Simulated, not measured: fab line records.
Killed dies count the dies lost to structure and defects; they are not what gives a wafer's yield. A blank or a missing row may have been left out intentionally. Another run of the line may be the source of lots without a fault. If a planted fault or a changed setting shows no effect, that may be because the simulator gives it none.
fab line records -- flow rit_cmos
record: lots: 6, wafers: 18, last_day: 7
route steps=202 shown NRETRO@61 PRETRO@64 M1@202
lots that met no fault: from a run of the same line without faults
start_h: hours from the record's first day to the start of the lot's first wafer shown -- wait_h: hours since the lot's step before -- " as in the row above -- L1.1+2: several wafers, shown together as one row -- - no value, or no start given -- * or withheld: withheld -- < > ~ a bound
route shown NAME@n: a module of which the file shows steps, and the number in the route of the first -- usual: mean/standard deviation of fault-free wafers -- same: alike in all rows -- chamber/n: place in a boat -- sites: readings site by site -- _std_site: the standard deviation of these -- _edge_site: mean of outer sites minus mean of inner sites -- radius_mm: how far each site lies from the wafer's centre -- mask NAME#n: copy n -- behind: tool/chamber where the wafer was last shaped -- hold: reason for holding the lot/hours on hold/outcome of the hold -- device: names the non-switching transistor (n, p or np) -- end of line: tests of these same wafers at the route's end -- for a step that has no rows: nothing shown but its recipe -- killed: dies lost to structure and defects at the first sort, not the wafer's yield -- map: the dies of a wafer, with x for killed, . for not killed, _ for no die there
set.NAME: the setting the step ran with; set.NAME@STEP: the setting that earlier step ran with -- model.NAME: the simulator's own value behind a step, which no gauge read
certain route steps with their lots: each step a table, each wafer a row
services: when a tool's chamber went out of use (start_h, in hours from the record's first day, below 0 if earlier), for how many hours, and the reason
== steps ==
step: RIT_NRETRO_IMPLANT_08
recipe: species: P, energy_kev: 70, dose_cm2: 1.02e+13, tilt_deg: 7
step: RIT_NRETRO_STRIP_09
recipe: chemistry: O2, time_s: 180, resist: NOVOLAK, platen_temp_c: withheld, power_w: 500, pressure_mtorr: 4000, o2_flow_sccm: 4000
usual: chamber_pressure_mTorr: 4001/3.2, drypump_motor_current_A: 6.0/0.56
lot.wafer,tool,chamber,start_h,wait_h,chamber_pressure_mTorr,drypump_motor_current_A,rf_hours_counter_h
L615.1,plasma_asher-01,0,36.04,0.1,4002,5.5,41
L615.2,plasma_asher-01,1,36.04,0.1,4002,6.5,41
L615.3,plasma_asher-01,1,36.04,0.1,3996,6.5,-
L622.1,plasma_asher-03,0,72.13,0.1,4008,6.2,44
L622.3,plasma_asher-03,0,72.13,0.1,3994,6.2,-
L622.4,plasma_asher-03,1,72.13,0.1,4004,6.6,-
L623.1,plasma_asher-03,0,75.32,0.1,4001,6.2,44
L623.5,plasma_asher-03,1,75.32,0.1,4006,6.5,-
L623.6,plasma_asher-03,0,75.32,0.1,3997,6.2,-
L628.2,plasma_asher-01,0,102.17,0.1,3997,5.5,48
L628.3,plasma_asher-01,1,102.17,0.1,3998,6.6,-
L628.5,plasma_asher-01,0,102.17,0.1,4000,5.6,-
L633.2,plasma_asher-03,0,126.14,0.1,3997,6.2,49
L633.3,plasma_asher-03,1,126.14,0.1,4000,6.5,-
L633.4,plasma_asher-03,0,126.14,0.1,4000,6.2,-
L636.2,plasma_asher-02,1,145.02,0.1,4004,4.8,3
L636.4,plasma_asher-02,0,145.02,0.1,4001,5.9,-
L636.6,plasma_asher-02,1,145.02,0.1,3997,4.8,-
step: RIT_NRETRO_TW_MEAS_10
usual: NRETRO_TW: 1060/7.6
lot.wafer,tool,chamber,start_h,wait_h,NRETRO_TW
L615.1,film_metro-02,-,36.21,0.1,1074
L615.2,film_metro-02,-,36.21,0.1,1064
L615.3,film_metro-02,-,36.21,0.1,1071
L622.1,film_metro-01,-,72.30,0.1,1058
L622.3,film_metro-01,-,72.30,0.1,1061
L622.4,film_metro-01,-,72.30,0.1,1056
L623.1,film_metro-02,-,75.50,0.1,1065
L623.5,film_metro-02,-,75.50,0.1,1071
L623.6,film_metro-02,-,75.50,0.1,1070
L628.2,film_metro-02,-,102.35,0.1,1068
L628.3,film_metro-02,-,102.35,0.1,1076
L628.5,film_metro-02,-,102.35,0.1,1063
L633.2,film_metro-02,-,126.32,0.1,1063
L633.3,film_metro-02,-,126.32,0.1,1068
L633.4,film_metro-02,-,126.32,0.1,1070
L636.2,film_metro-01,-,145.21,0.1,1054
L636.4,film_metro-01,-,145.21,0.1,1057
L636.6,film_metro-01,-,145.21,0.1,1055
step: RIT_PRETRO_HMDS_00
recipe: prime_time_s: 60, prime_temp_c: 140
step: RIT_PRETRO_COAT_01
recipe: resist: NOVOLAK, spin_rpm: 2000, resist_thk_nm: 1300
step: RIT_PRETRO_SOFTBAKE_02
recipe: resist: NOVOLAK, temp_c: 90, time_s: 60
step: RIT_PRETRO_EXPOSE_03
recipe: mask_id: M5, na: 0.57, target_cd_nm: 43700, dose_mj: 250
step: RIT_PRETRO_PEB_04
recipe: resist: NOVOLAK, temp_c: withheld, time_s: withheld
step: RIT_PRETRO_DEVELOP_05
recipe: resist: NOVOLAK, develop_time_s: 68, dev_temp_c: 23
step: RIT_PRETRO_OVL_MEAS_06
usual: PRETRO_OVL: -1.0/1.4
lot.wafer,tool,chamber,start_h,wait_h,PRETRO_OVL[nm]
L615.1,overlay-01,-,37.15,-,-1.1
L615.2,overlay-01,-,37.15,-,-1.0
L615.3,overlay-01,-,37.15,-,-1.3
L622.1,overlay-01,-,73.37,-,-1.8
L622.3,overlay-01,-,73.37,-,-1.9
L622.4,overlay-01,-,73.37,-,-2.1
L623.1,overlay-01,-,76.44,-,-2.2
L623.5,overlay-01,-,76.44,-,-1.1
L623.6,overlay-01,-,76.44,-,-1.9
L628.2,overlay-02,-,103.41,-,-0.5
L628.3,overlay-02,-,103.41,-,0.3
L628.5,overlay-02,-,103.41,-,-1.6
L633.2,overlay-01,-,127.26,-,-1.2
L633.3,overlay-01,-,127.26,-,-1.0
L633.4,overlay-01,-,127.26,-,-0.4
L636.2,overlay-02,-,146.14,-,-0.1
L636.4,overlay-02,-,146.14,-,0.9
L636.6,overlay-02,-,146.14,-,-0.4
step: RIT_PRETRO_HARDBAKE_07
recipe: resist: NOVOLAK, temp_c: 140, time_s: 120
step: RIT_PRETRO_IMPLANT_08
recipe: species: B, energy_kev: 45, dose_cm2: 1.2e+13, tilt_deg: 7
step: RIT_PRETRO_STRIP_09
recipe: chemistry: O2, time_s: 180, resist: NOVOLAK, platen_temp_c: withheld, power_w: 500, pressure_mtorr: 4000, o2_flow_sccm: 4000
usual: chamber_pressure_mTorr: 4000/3.4, drypump_motor_current_A: 5.8/0.62
lot.wafer,tool,chamber,start_h,wait_h,chamber_pressure_mTorr,drypump_motor_current_A,rf_hours_counter_h,model.NOVOLAK_of_PRETRO_COAT_01.thk_nm
L615.1,plasma_asher-02,0,37.59,0.1,4001,5.9,36,0
L615.2,plasma_asher-02,1,37.59,0.1,4003,4.9,36,0
L615.3,plasma_asher-02,1,37.59,0.1,3997,4.8,-,0
L622.1,plasma_asher-03,1,73.81,0.1,-,-,-,1145
L622.3,plasma_asher-03,1,73.81,0.1,-,-,-,1145
L622.4,plasma_asher-03,0,73.81,0.1,-,-,-,1137
L623.1,plasma_asher-04,1,76.90,0.1,-,-,-,1143
L623.5,plasma_asher-04,0,76.90,0.1,-,-,-,1144
L623.6,plasma_asher-04,1,76.90,0.1,-,-,-,1140
L628.2,plasma_asher-02,0,103.84,0.1,3999,5.9,43,0
L628.3,plasma_asher-02,1,103.84,0.1,4000,4.8,-,0
L628.5,plasma_asher-02,1,103.84,0.1,4000,4.8,-,0
L633.2,plasma_asher-03,0,127.69,0.1,3995,6.2,49,0
L633.3,plasma_asher-03,0,127.69,0.1,3996,6.2,-,0
L633.4,plasma_asher-03,1,127.69,0.1,4002,6.6,-,0
L636.2,plasma_asher-04,0,146.57,0.1,3999,6.3,36,0
L636.4,plasma_asher-04,1,146.57,0.1,4002,5.3,-,0
L636.6,plasma_asher-04,1,146.57,0.1,3996,5.3,-,0
step: RIT_PRETRO_TW_MEAS_10
usual: PRETRO_TW: 474.9/2.8
lot.wafer,tool,chamber,start_h,wait_h,PRETRO_TW
L615.1,film_metro-01,-,37.76,0.1,478.0
L615.2,film_metro-01,-,37.76,0.1,475.7
L615.3,film_metro-01,-,37.76,0.1,477.1
L622.1,film_metro-01,-,73.98,0.1,473.4
L622.3,film_metro-01,-,73.98,0.1,474.3
L622.4,film_metro-01,-,73.98,0.1,474.6
L623.1,film_metro-03,-,77.08,0.1,481.2
L623.5,film_metro-03,-,77.08,0.1,479.8
L623.6,film_metro-03,-,77.08,0.1,478.5
L628.2,film_metro-03,-,104.03,0.1,474.0
L628.3,film_metro-03,-,104.03,0.1,474.7
L628.5,film_metro-03,-,104.03,0.1,479.4
L633.2,film_metro-01,-,127.87,0.1,476.8
L633.3,film_metro-01,-,127.87,0.1,476.6
L633.4,film_metro-01,-,127.87,0.1,478.4
L636.2,film_metro-04,-,146.76,0.1,472.4
L636.4,film_metro-04,-,146.76,0.1,474.9
L636.6,film_metro-04,-,146.76,0.1,470.7
step: RIT_M1_PROBE_99
usual: killed_at_contacts: 0.1/0.3, killed_at_front_end: 7/3.4, killed_dies: 7/3.4, killed_on_rim: 1.9/1.4, killed_open: 3.6/2.1, killed_short: 3.5/2.1
same: gross_dies: 264, killed_at_M0_to_M3: 0, killed_at_M4_up: 0, killed_at_back_side: 0, killed_at_other: 0
lot.wafer,tool,chamber,start_h,wait_h,killed_at_contacts,killed_at_front_end,killed_dies,killed_on_rim,killed_open,killed_short
L615.1,prober-02,-,63.87,0.1,1,10,11,1,5,6
L615.2,prober-02,-,63.92,0.1,0,7,7,2,3,4
L615.3,prober-02,-,63.97,0.2,0,8,8,2,4,4
L622.1,prober-01,-,99.83,0.1,0,264,264,70,5,6
L622.3,prober-01,-,99.93,0.2,0,264,264,70,3,4
L622.4,prober-01,-,99.98,0.2,0,264,264,70,4,3
L623.1,prober-02,-,103.92,0.1,0,264,264,70,6,2
L623.5,prober-02,-,104.12,0.2,0,264,264,70,4,1
L623.6,prober-02,-,104.17,0.2,1,263,264,70,4,3
L628.2,prober-01,-,128.92,0.1,0,7,7,1,3,4
L628.3,prober-01,-,128.97,0.2,0,10,10,4,5,5
L628.5,prober-01,-,129.07,0.2,0,7,7,0,4,3
L633.2,prober-02,-,160.13,0.1,0,6,6,2,6,0
L633.3,prober-02,-,160.18,0.2,0,2,2,1,1,1
L633.4,prober-02,-,160.23,0.2,0,4,4,0,0,4
L636.2,prober-02,-,173.33,0.1,0,5,5,1,2,3
L636.4,prober-02,-,173.43,0.2,0,10,10,1,3,7
L636.6,prober-02,-,173.53,0.2,0,8,8,2,3,5
killed by level:class
L615.1 GATE:geometric_particle:open=4 GATE:geometric_particle:short=2 FOX2:geometric_particle:short=1 REOX:geometric_particle:short=1 SPACER:geometric_particle:open=1 SPACER:geometric_particle:short=1 CONTACT:geometric_particle:short=1
L615.2 GATE:geometric_particle:short=3 GATE:geometric_particle:open=2 SPACER:geometric_particle:open=1 SILICIDE:geometric_particle:short=1
L615.3 GATE:geometric_particle:short=3 SILICIDE:geometric_particle:open=2 GATE:geometric_particle:open=1 FOX1:geometric_particle:open=1 SPACER:geometric_particle:short=1
L622.1 GATE:area_oxidation=253 FOX1:geometric_particle:short=2 GATE:geometric_particle:short=2 REOX:geometric_particle:short=2 SPACER:geometric_particle:open=2 FOX1:geometric_particle:open=1 FOX2:geometric_particle:open=1 GATE:geometric_particle:open=1
L622.3 GATE:area_oxidation=257 FOX2:geometric_particle:open=2 GATE:geometric_particle:short=2 FOX1:geometric_particle:short=1 FOX2:geometric_particle:short=1 REOX:geometric_particle:open=1
L622.4 GATE:area_oxidation=257 FOX1:geometric_particle:open=2 GATE:geometric_particle:open=2 FOX1:geometric_particle:short=1 GATE:geometric_particle:short=1 REOX:geometric_particle:short=1
L623.1 GATE:area_oxidation=256 REOX:geometric_particle:open=2 FOX1:geometric_particle:open=1 FOX2:geometric_particle:open=1 GATE:geometric_particle:open=1 GATE:geometric_particle:short=1 SPACER:geometric_particle:short=1 SILICIDE:geometric_particle:open=1
L623.5 GATE:area_oxidation=259 FOX1:geometric_particle:short=1 FOX2:geometric_particle:open=1 GATE:geometric_particle:open=1 REOX:geometric_particle:open=1 SPACER:geometric_particle:open=1
L623.6 GATE:area_oxidation=257 FOX2:geometric_particle:open=3 FOX1:geometric_particle:short=1 GATE:geometric_particle:short=1 REOX:geometric_particle:short=1 CONTACT:geometric_particle:open=1
L628.2 GATE:geometric_particle:open=2 REOX:geometric_particle:short=2 FOX2:geometric_particle:open=1 GATE:geometric_particle:short=1 SILICIDE:geometric_particle:short=1
L628.3 GATE:geometric_particle:short=3 GATE:geometric_particle:open=2 REOX:geometric_particle:open=2 REOX:geometric_particle:short=1 SPACER:geometric_particle:short=1 SILICIDE:geometric_particle:open=1
L628.5 FOX1:geometric_particle:open=2 GATE:geometric_particle:short=2 SPACER:geometric_particle:short=1 SPACER:geometric_particle:open=1 SILICIDE:geometric_particle:open=1
L633.2 GATE:geometric_particle:open=2 ACTIVE:geometric_particle:open=1 FOX1:geometric_particle:open=1 SPACER:geometric_particle:open=1 SILICIDE:geometric_particle:open=1
L633.3 FOX2:geometric_particle:short=1 SILICIDE:geometric_particle:open=1
L633.4 FOX2:geometric_particle:short=3 SILICIDE:geometric_particle:short=1
L636.2 FOX1:geometric_particle:short=1 FOX2:geometric_particle:open=1 GATE:geometric_particle:short=1 GATE:geometric_particle:open=1 SPACER:geometric_particle:short=1
L636.4 GATE:geometric_particle:short=3 FOX1:geometric_particle:short=2 REOX:geometric_particle:short=2 FOX1:geometric_particle:open=1 GATE:geometric_particle:open=1 SPACER:geometric_particle:open=1
L636.6 FOX2:geometric_particle:short=2 GATE:geometric_particle:short=2 REOX:geometric_particle:open=2 FOX1:geometric_particle:open=1 SPACER:geometric_particle:short=1
map L622.1 (x killed, . not)
________xxxxxxx_______
_____xxxxxxxxxxxxx____
____xxxxxxxxxxxxxxx___
___xxxxxxxxxxxxxxxxx__
__xxxxxxxxxxxxxxxxxxx_
__xxxxxxxxxxxxxxxxxxx_
_xxxxxxxxxxxxxxxxxxxxx
_xxxxxxxxxxxxxxxxxxxxx
_xxxxxxxxxxxxxxxxxxxxx
_xxxxxxxxxxxxxxxxxxxxx
__xxxxxxxxxxxxxxxxxxx_
__xxxxxxxxxxxxxxxxxxx_
___xxxxxxxxxxxxxxxxx__
____xxxxxxxxxxxxxxx___
_____xxxxxxxxxxxxx____
________xxxxxxx_______
map L623.1 (x killed, . not)
________xxxxxxx_______
_____xxxxxxxxxxxxx____
____xxxxxxxxxxxxxxx___
___xxxxxxxxxxxxxxxxx__
__xxxxxxxxxxxxxxxxxxx_
__xxxxxxxxxxxxxxxxxxx_
_xxxxxxxxxxxxxxxxxxxxx
_xxxxxxxxxxxxxxxxxxxxx
_xxxxxxxxxxxxxxxxxxxxx
_xxxxxxxxxxxxxxxxxxxxx
__xxxxxxxxxxxxxxxxxxx_
__xxxxxxxxxxxxxxxxxxx_
___xxxxxxxxxxxxxxxxx__
____xxxxxxxxxxxxxxx___
_____xxxxxxxxxxxxx____
________xxxxxxx_______
== services ==
tool,chamber,start_h,hours,kind
plasma_asher-04,-,28.31,5.7,repair
plasma_asher-03,-,70.37,1.0,repair
plasma_asher-02,-,77.49,2.8,pm
plasma_asher-03,-,93.07,7.8,repair
plasma_asher-02,-,108.75,9.0,pm
plasma_asher-02,0,108.75,9.0,vent_cycle
plasma_asher-02,1,108.75,9.0,vent_cycle
plasma_asher-02,0,117.75,-,clean
plasma_asher-02,1,117.75,-,clean
plasma_asher-01,-,141.93,2.8,pm
plasma_asher-02,-,143.74,0.5,repair
== key ==
first_sign: step: RIT_PRETRO_STRIP_09, reading: tool_record, direction: missing
effect: step: RIT_M1_PROBE_99, reading: killed_at_front_end, direction: up, sigmas: 76, usual: 7, struck: 264
model_effect: step: RIT_PRETRO_STRIP_09, value: NOVOLAK_of_PRETRO_COAT_01.thk_nm, without: 0, struck: 1142
more_kills_born_at: RIT_GATE_OXIDATION_05@furnace-01: 772, RIT_GATE_OXIDATION_05@furnace-04: 767
met_at RIT_PRETRO_STRIP_09
struck_wafers L622.1,L622.3,L622.4,L623.1,L623.5,L623.6
later_rows_left_out L622.1,L622.3,L622.4,L623.1,L623.5,L623.6
tester_left_out L622,L623
fault: kind: skipped_step_whole, tool: plasma_asher-03,plasma_asher-04, chamber: -, onset_h: 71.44, steps: RIT_PRETRO_STRIP_09, scope: struck_lots_only
tester_left_out: of these lots the tester's yield and bins aren't shown, on N5 and GAA mostly nor the transistor test; their killed dies are dies lost to structure and defects alone, not to doping, threshold or leakage, so they don't give the yield
later_rows_left_out: the simulator's readings of these wafers behind a module that went badly wrong aren't trusted and aren't shown, but for the sort
